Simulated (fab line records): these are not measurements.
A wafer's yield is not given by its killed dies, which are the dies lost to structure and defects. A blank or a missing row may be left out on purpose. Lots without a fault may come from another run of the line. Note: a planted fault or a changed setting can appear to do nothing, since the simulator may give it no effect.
A struck lot beside a sound one	flow berkeley cmos170	14 out of 331 route steps
Sound: the wafers L456.1, L456.2, L456.3. The struck wafers were L452.1, L452.2, L452.4. At the end, the cause is stated.
Each step with rows lists, per side, the tool, then ch with its chambers, then its first start. Under that, the readings that differ: sound wafers	struck wafers	difference of the means	sigmas: that difference in standard deviations of wafers without a fault.
alike: readings with means less than 2 such deviations apart, plus words and numbers identical on both sides. not compared: withheld readings, readings lacking a value on some wafer, bounds such as >300 that could conceal the same value, and numbers that have no deviation in the record and whose values overlap.
A row with sigmas, a row that says differs or no value, or rows on one side alone: a step with any of these is where the two part. Numbers that don't overlap but have no deviation are shown without sigmas and don't part them. A reading that every wafer of one side lacks parts them only if that side has two wafers or more.

first, 1 step without rows for these wafers: UCB170_M2_PRE_CLEAN_00 (preclean etch time 60 s).
UCB170_M2_SPUTTER_01: material Al, target thk 900 nm, time 120 s.
  struck on pvd sputter-01, day 11 11:31; sound on pvd sputter-04, day 12 00:10
  alike: throttle valve pct
UCB170_M2_RS_MEAS_02: a four-point-probe measurement.
  struck on film metro-02, day 11 11:36; sound on film metro-04, day 12 00:15
  alike: M2_AL_RS
UCB170_M2_THK_MEAS_03: measures by xrf.
  struck on film metro-02, day 11 11:43; sound on film metro-04, day 12 00:22
  alike: M2_AL_THK
then, 3 steps without rows for these wafers: UCB170_M2_HMDS_04 (prime time 60 s); UCB170_M2_COAT_05 (resist thk 900 nm); UCB170_M2_SOFTBAKE_06 (time 60 s).
UCB170_M2_STRIP_07: strips in O2.
  sound on plasma asher-03 ch 0,1, day 12 01:36; struck on plasma asher-02 ch 0,1, day 11 12:14
reading	sound	struck	difference	sigmas
strip time to endpoint s (s)	21.84 21.84 21.83	22.03 21.97 22.03	+0.17	+3
  alike: drypump motor current A, oes product au
  not compared: rf hours counter h
then, 3 steps without rows for these wafers: UCB170_M2_STRIP_08 (strips KrF in DMSO, time 600 s); UCB170_M2_COAT_09; UCB170_M2_COAT_10 (resist thk 900 nm).
UCB170_M2_SOFTBAKE_11: time 61.11 s.
  sound on litho track-01 ch 0; struck on litho track-01 ch 0
  alike: plate sensor t centre C, plate sensor t edge C
UCB170_M2_EXPOSE_12: exposes mask METAL2, target cd 700 nm.
  struck on krf scanner-02, day 11 14:10; sound on krf scanner-01 ch 0, day 12 03:27
  no value came back on the struck wafers for exposure dose mJ cm2, focus offset nm (nm), stage vel mm s (mm/s); on the sound wafers exposure dose mJ cm2 reads 26.011 25.967 25.987
  alike: mask
next, for these wafers, 1 step has no rows: UCB170_M2_PEB_13.

== WHERE THEY PART ==
First at UCB170_M2_STRIP_07; last, within this record, at UCB170_M2_EXPOSE_12.

WHY: the cause the simulator had injected
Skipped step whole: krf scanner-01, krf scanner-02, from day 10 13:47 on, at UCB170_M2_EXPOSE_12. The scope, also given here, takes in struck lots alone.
